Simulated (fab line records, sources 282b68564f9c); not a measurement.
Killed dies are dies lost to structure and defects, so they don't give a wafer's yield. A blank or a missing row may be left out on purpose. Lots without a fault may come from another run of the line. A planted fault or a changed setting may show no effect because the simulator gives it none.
Which tool did it? | flow rit_cmos | 7 lots, 21 wafers sampled, at 2 steps of a route of 202

WHAT THE GAUGES READ, wafer by wafer
RIT_CONTACT_THK_MEAS_01.
lot  | measured    | on            | CONTACT_TEOS_THK (nm)
L937 | day 3 10:10 | film_metro-04 | 398 406 407
L939 | day 3 20:07 | film_metro-04 | 405 406 404
L941 | day 4 04:47 | film_metro-04 | 397 404 400
L943 | day 4 12:52 | film_metro-01 | 396 404 403
L945 | day 4 23:44 | film_metro-02 | 399 406 402
L947 | day 5 09:14 | film_metro-02 | 394 403 400
L958 | day 7 17:27 | film_metro-02 | 444 398 406

WHICH TOOL RAN EACH LOT (tool, then ch and the chambers of the sampled wafers, then the start)
lot  | RIT_CONTACT_CVD_00
L937 | pecvd-02 ch 0,1, day 3 10:06
L939 | pecvd-01 ch 0,1, day 3 20:03
L941 | pecvd-04 ch 0,1,2, day 4 04:44
L943 | pecvd-02 ch 1,2, day 4 12:49
L945 | pecvd-01 ch 0,2, day 4 23:40
L947 | pecvd-04 ch 0,1,2, day 5 09:11
L958 | pecvd-04 ch 0,1, day 7 17:23
- RIT_CONTACT_CVD_00: deposits SiO2 from TEOS, target thk 400 nm, time 61 s.

THE ANSWER, worked out from the rows above alone
Rule: what is usual is taken from the lots themselves. Put in order of their means at a reading, lots are off if they are a third of the lots or fewer, leave a main group of 4 or more, and stand apart from it by a gap of 3 or more times the standard deviation of the main group's means; of several such gaps the widest counts. A main group whose means are all the same, to the digits that the tables above print for the reading, isn't used. A lot without any number at a reading at which 4 lots or more have one is off too. The other lots that the step has rows for count as sound.
Off: L958, at RIT_CONTACT_THK_MEAS_01 (CONTACT_TEOS_THK). The main group: mean 402 nm, standard deviation 2.
A tool fits if, at a process step before that reading, it ran every lot that is off, and no sound lot after the first of them. The gauges at RIT_CONTACT_THK_MEAS_01 are tried like those tools. Can't be told from this: 2 tools fit, pecvd-04 at RIT_CONTACT_CVD_00, film_metro-02 at RIT_CONTACT_THK_MEAS_01.

WHAT THE SIMULATOR HAD PUT IN
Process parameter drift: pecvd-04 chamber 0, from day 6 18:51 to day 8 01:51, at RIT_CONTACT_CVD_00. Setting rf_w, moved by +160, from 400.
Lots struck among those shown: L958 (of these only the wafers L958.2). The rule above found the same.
